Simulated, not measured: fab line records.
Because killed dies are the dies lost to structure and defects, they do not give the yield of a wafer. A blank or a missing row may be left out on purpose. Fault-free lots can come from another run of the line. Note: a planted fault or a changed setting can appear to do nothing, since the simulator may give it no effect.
fab line records	flow ritCmos	part 2 of 2: steps 28 to 38 of 38
record: lots: 5	wafers: 15	lastDay: 7
route steps=202 shown ACTIVE@15 FOX1@20 FOX2@23 NWELL@28 PWELL@39 WELLDRIVE@50
lots untouched by any fault: they come from a run of this same line in which no faults occurred
startH: start of the lot's first displayed wafer, in hours after the record's first day	waitH: hours elapsed since this lot's preceding step	" as in the row above	L1.1+2: a single row standing in for several wafers	- no value, or no start was given	* or withheld: withheld	< > ~ a bound
route shown NAME@n: a module of which the file shows steps, and the number in the route of the first	usual: average and standard deviation across the fault-free wafers	same: alike in all rows	chamber/n: place in a boat	sites: each site's reading	_std_site: their standard deviation	_edge_site: outer sites' mean less inner sites'	radiusMm: for every site, how far away it sits from the centre of the wafer	mask NAME#n: copy n	behind: the most recent tool/chamber to have shaped the wafer	hold: why the lot was held/for how many hours/how that ended	device: whichever transistor did not switch (one of n, p or np)	end of line: tests run on the same wafers once the route is complete	a step without rows: its recipe alone	killed: dies that structure and defects cost at the first sort, which is not the same as the wafer's yield	map: a wafer's dies, marking killed ones x, the rest . and places with no die _
set.NAME: the setting as run; set.NAME@STEP: as run at that earlier step	model.NAME: the simulator's own value behind a step, which no gauge read
lots seen at some steps along the route; tables by step, rows by wafer
services: a tool's chamber out of use, with start hour (startH, from the record's first day; less than 0 if before it), hours out, and reason
== steps ==
step: RIT_PWELL_EXPOSE_03
recipe: maskId: M3	na: 0.57	targetCdNm: 43700	doseMj: 250
usual: stageVelMmS: 499.94/0.23
same: na: 0.57
lot.wafer	tool	chamber	startH	waitH	mask	stageVelMmS
L076.1	ilineStepper-02	0	33.57	0.2	M3#0	499.78
L076.4	"	0	"	"	M3#0	499.71
L076.6	"	0	"	"	M3#0	499.52
L077.2	ilineStepper-02	0	38.80	0.1	M3#0	500.31
L077.5	"	0	"	"	M3#0	500.66
L077.6	"	0	"	"	M3#0	499.96
L083.1	ilineStepper-01	0	69.48	0.2	M3#0	499.91
L083.3	"	0	"	"	M3#0	499.95
L083.6	"	0	"	"	M3#0	499.88
L089.2	ilineStepper-01	0	100.74	0.1	M3#0	499.84
L089.3	"	0	"	"	M3#0	500.11
L089.4	"	0	"	"	M3#0	499.94
L095.2	ilineStepper-02	0	128.39	0.1	M3#0	500.17
L095.5	"	0	"	"	M3#0	500.04
L095.6	"	0	"	"	M3#0	500.26
step: RIT_PWELL_PEB_04
recipe: resist: NOVOLAK	tempC: withheld	timeS: withheld
usual: chillPlateTempC: *
lot.wafer	tool	chamber	startH	waitH	chillPlateTempC
L076.1	lithoTrack-03	0	33.69	0.1	*
L076.4	"	0	"	"	*
L076.6	"	0	"	"	*
L077.2	lithoTrack-02	0	39.01	0.2	*
L077.5	"	0	"	"	*
L077.6	"	0	"	"	*
L083.1	lithoTrack-01	0	69.59	0.1	*
L083.3	"	0	"	"	*
L083.6	"	0	"	"	*
L089.2	lithoTrack-03	0	100.86	0.1	*
L089.3	"	0	"	"	*
L089.4	"	0	"	"	*
L095.2	lithoTrack-01	0	128.51	0.1	*
L095.5	"	0	"	"	*
L095.6	"	0	"	"	*
step: RIT_PWELL_DEVELOP_05
recipe: resist: NOVOLAK	developTimeS: 68	devTempC: 23
usual: chillPlateTempC: 23.01/0.085
lot.wafer	tool	chamber	startH	waitH	chillPlateTempC
L076.1	lithoTrack-03	0	-	-	23.00
L076.4	"	0	"	"	23.00
L076.6	"	0	"	"	23.01
L077.2	lithoTrack-02	0	-	-	23.09
L077.5	"	0	"	"	23.12
L077.6	"	0	"	"	23.16
L083.1	lithoTrack-01	0	-	-	23.05
L083.3	"	0	"	"	22.99
L083.6	"	0	"	"	22.99
L089.2	lithoTrack-03	0	-	-	22.87
L089.3	"	0	"	"	22.94
L089.4	"	0	"	"	22.97
L095.2	lithoTrack-01	0	-	-	22.97
L095.5	"	0	"	"	22.97
L095.6	"	0	"	"	22.96
step: RIT_PWELL_OVL_MEAS_06
usual: PWELL_OVL: 0.2/1.4
lot.wafer	tool	chamber	startH	waitH	PWELL_OVL[nm]
L076.1	overlay-02	-	34.00	-	0.3
L076.4	"	-	"	"	-0.2
L076.6	"	-	"	"	-0.4
L077.2	overlay-01	-	39.30	-	0.1
L077.5	"	-	"	"	-1.3
L077.6	"	-	"	"	-1.8
L083.1	overlay-01	-	69.91	-	1.2
L083.3	"	-	"	"	2.1
L083.6	"	-	"	"	0.4
L089.2	overlay-01	-	101.15	-	-1.6
L089.3	"	-	"	"	-0.5
L089.4	"	-	"	"	-2.3
L095.2	overlay-02	-	128.81	-	-2.1
L095.5	"	-	"	"	-1.3
L095.6	"	-	"	"	-3.0
step: RIT_PWELL_HARDBAKE_07
recipe: resist: NOVOLAK	tempC: 140	timeS: 120
usual: chillPlateTempC: 23.01/0.1
same: timeS: 120
lot.wafer	tool	chamber	startH	waitH	chillPlateTempC
L076.1	lithoTrack-03	0	34.04	0.0	22.96
L076.4	"	0	"	"	22.98
L076.6	"	0	"	"	23.00
L077.2	lithoTrack-03	0	39.38	0.1	23.08
L077.5	"	0	"	"	22.85
L077.6	"	0	"	"	22.83
L083.1	lithoTrack-01	0	70.06	0.1	22.96
L083.3	"	0	"	"	23.06
L083.6	"	0	"	"	22.71
L089.2	lithoTrack-02	0	101.22	0.1	22.85
L089.3	"	0	"	"	23.00
L089.4	"	0	"	"	22.88
L095.2	lithoTrack-01	0	129.12	0.3	23.18
L095.5	"	0	"	"	23.12
L095.6	"	0	"	"	23.16
step: RIT_PWELL_IMPLANT_08
recipe: species: B	energyKev: 170	doseCm2: 7e+13	tiltDeg: 7
lot.wafer	tool	chamber	startH	waitH
L076.1+4+6	implanter-04	0	34.29	0.2
L077.2+5+6	implanter-03	0	39.61	0.2
L083.1+3+6	implanter-04	0	70.31	0.2
L089.2+3+4	implanter-03	0	101.46	0.2
L095.2+5+6	implanter-03	0	129.36	0.2
step: RIT_PWELL_STRIP_09
recipe: chemistry: O2	timeS: 180	resist: NOVOLAK	platenTempC: withheld	powerW: 500	pressureMtorr: 4000	o2FlowSccm: 4000
usual: drypumpMotorCurrentA: 5.4/0.42
same: timeS: 180
lot.wafer	tool	chamber	startH	waitH	drypumpMotorCurrentA	rfHoursCounterH
L076.1	plasmaAsher-01	0	34.44	0.1	4.7	25
L076.4	"	1	"	"	5.9	-
L076.6	"	1	"	"	5.8	-
L077.2	plasmaAsher-04	1	39.73	0.1	5.8	40
L077.5	"	1	"	"	5.8	-
L077.6	"	0	"	"	5.8	-
L083.1	plasmaAsher-01	0	70.46	0.1	4.8	29
L083.3	"	1	"	"	5.9	-
L083.6	"	1	"	"	5.9	-
L089.2	plasmaAsher-04	0	101.58	0.1	5.9	44
L089.3	"	1	"	"	5.8	-
L089.4	"	0	"	"	5.9	-
L095.2	plasmaAsher-03	1	129.48	0.1	5.2	1
L095.5	"	0	"	"	5.3	-
L095.6	"	1	"	"	5.2	-
step: RIT_PWELL_TW_MEAS_10
usual: PWELL_TW: 956/9.7
lot.wafer	tool	chamber	startH	waitH	PWELL_TW
L076.1	filmMetro-03	-	34.61	0.1	951
L076.4	"	-	"	"	957
L076.6	"	-	"	"	955
L077.2	filmMetro-03	-	39.92	0.1	948
L077.5	"	-	"	"	953
L077.6	"	-	"	"	949
L083.1	filmMetro-01	-	70.63	0.1	966
L083.3	"	-	"	"	966
L083.6	"	-	"	"	959
L089.2	filmMetro-01	-	101.77	0.1	964
L089.3	"	-	"	"	966
L089.4	"	-	"	"	966
L095.2	filmMetro-01	-	129.67	0.1	966
L095.5	"	-	"	"	967
L095.6	"	-	"	"	963
step: RIT_WELLDRIVE_ANNEAL_00
recipe: tempC: 1100	timeS: 14700	ambient: N2
usual: spikeTcLoadC: 1126.8/2.6	tubeCenterTempC: 1100/0.1
same: timeS: 14700
lot.wafer	tool	chamber	startH	waitH	spikeTcLoadC	tubeCenterTempC
L076.1	furnace-04	0	35.97	1.3	1127.2	1100
L076.4	"	0	"	"	1127.8	1100
L076.6	"	0	"	"	1127.1	1100.1
L077.2	furnace-03	0	42.78	2.8	1128.6	1099.8
L077.5	"	0	"	"	1128.7	1099.9
L077.6	"	0	"	"	1129.1	1100.1
L083.1	furnace-03	0	72.05	1.4	1128.4	1100
L083.3	"	0	"	"	1129.7	1099.9
L083.6	"	0	"	"	1129.0	1100
L089.2	furnace-03	0	102.60	0.8	1124.7	1099.9
L089.3	"	0	"	"	1126.8	1100
L089.4	"	0	"	"	1127.4	1100.1
L095.2	furnace-04	0	130.57	0.9	1127.1	1100
L095.5	"	0	"	"	1127.9	1099.9
L095.6	"	0	"	"	1129.2	1100
step: RIT_WELLDRIVE_RS_MEAS_01
recipe: thkMeasGauge: four-point-probe
usual: NWELL_RS: 279.5/0.76
lot.wafer	tool	chamber	startH	waitH	NWELL_RS[ohm/sq]
L076.1	filmMetro-01	-	41.05	0.0	278.7
L076.4	"	-	"	"	278.9
L076.6	"	-	"	"	278.5
L077.2	filmMetro-03	-	47.88	0.0	280.5
L077.5	"	-	"	"	279.5
L077.6	"	-	"	"	280.5
L083.1	filmMetro-02	-	77.14	0.0	277.9
L083.3	"	-	"	"	277.7
L083.6	"	-	"	"	277.7
L089.2	filmMetro-01	-	107.70	0.0	278.9
L089.3	"	-	"	"	280.0
L089.4	"	-	"	"	279.7
L095.2	filmMetro-03	-	135.67	0.0	279.0
L095.5	"	-	"	"	278.9
L095.6	"	-	"	"	279.1
step: RIT_WELLDRIVE_RS_MEAS_02
recipe: thkMeasGauge: four-point-probe
usual: PWELL_RS: 429.9/1.1
lot.wafer	tool	chamber	startH	waitH	PWELL_RS[ohm/sq]
L076.1	filmMetro-01	-	41.17	0.1	430.8
L076.4	"	-	"	"	430.8
L076.6	"	-	"	"	429.9
L077.2	filmMetro-03	-	48.00	0.1	429.9
L077.5	"	-	"	"	429.4
L077.6	"	-	"	"	429.5
L083.1	filmMetro-02	-	77.26	0.1	428.3
L083.3	"	-	"	"	428.5
L083.6	"	-	"	"	429.6
L089.2	filmMetro-01	-	107.82	0.1	430.6
L089.3	"	-	"	"	431.1
L089.4	"	-	"	"	429.5
L095.2	filmMetro-03	-	135.79	0.1	429.4
L095.5	"	-	"	"	428.9
L095.6	"	-	"	"	427.9
== services ==
tool	chamber	startH	hours	kind
implanter-04	-	4.10	1.4	repair
ilineStepper-01	0	8.40	-	calibration
furnace-03	-	35.74	7.0	pm
wetBench-01	-	40.61	2.1	repair
implanter-03	-	46.71	5.2	repair
plasmaAsher-04	-	62.96	15.9	pm
plasmaAsher-02	-	67.06	1.2	repair
ilineStepper-02	-	70.56	2.1	repair
ilineStepper-01	-	84.15	8.8	repair
ilineStepper-01	-	84.47	8.8	repair
implanter-04	-	90.52	2.5	repair
implanter-04	-	102.93	3.4	repair
plasmaAsher-03	-	107.08	5.2	repair
plasmaAsher-03	-	112.27	9.0	pm
plasmaAsher-03	0	112.27	9.0	ventCycle
plasmaAsher-03	1	112.27	9.0	ventCycle
ilineStepper-01	-	117.68	2.5	repair
plasmaAsher-03	0	121.27	-	clean
plasmaAsher-03	1	121.27	-	clean
furnace-03	-	128.07	3.9	pm
wetBench-01	-	130.07	1.6	repair
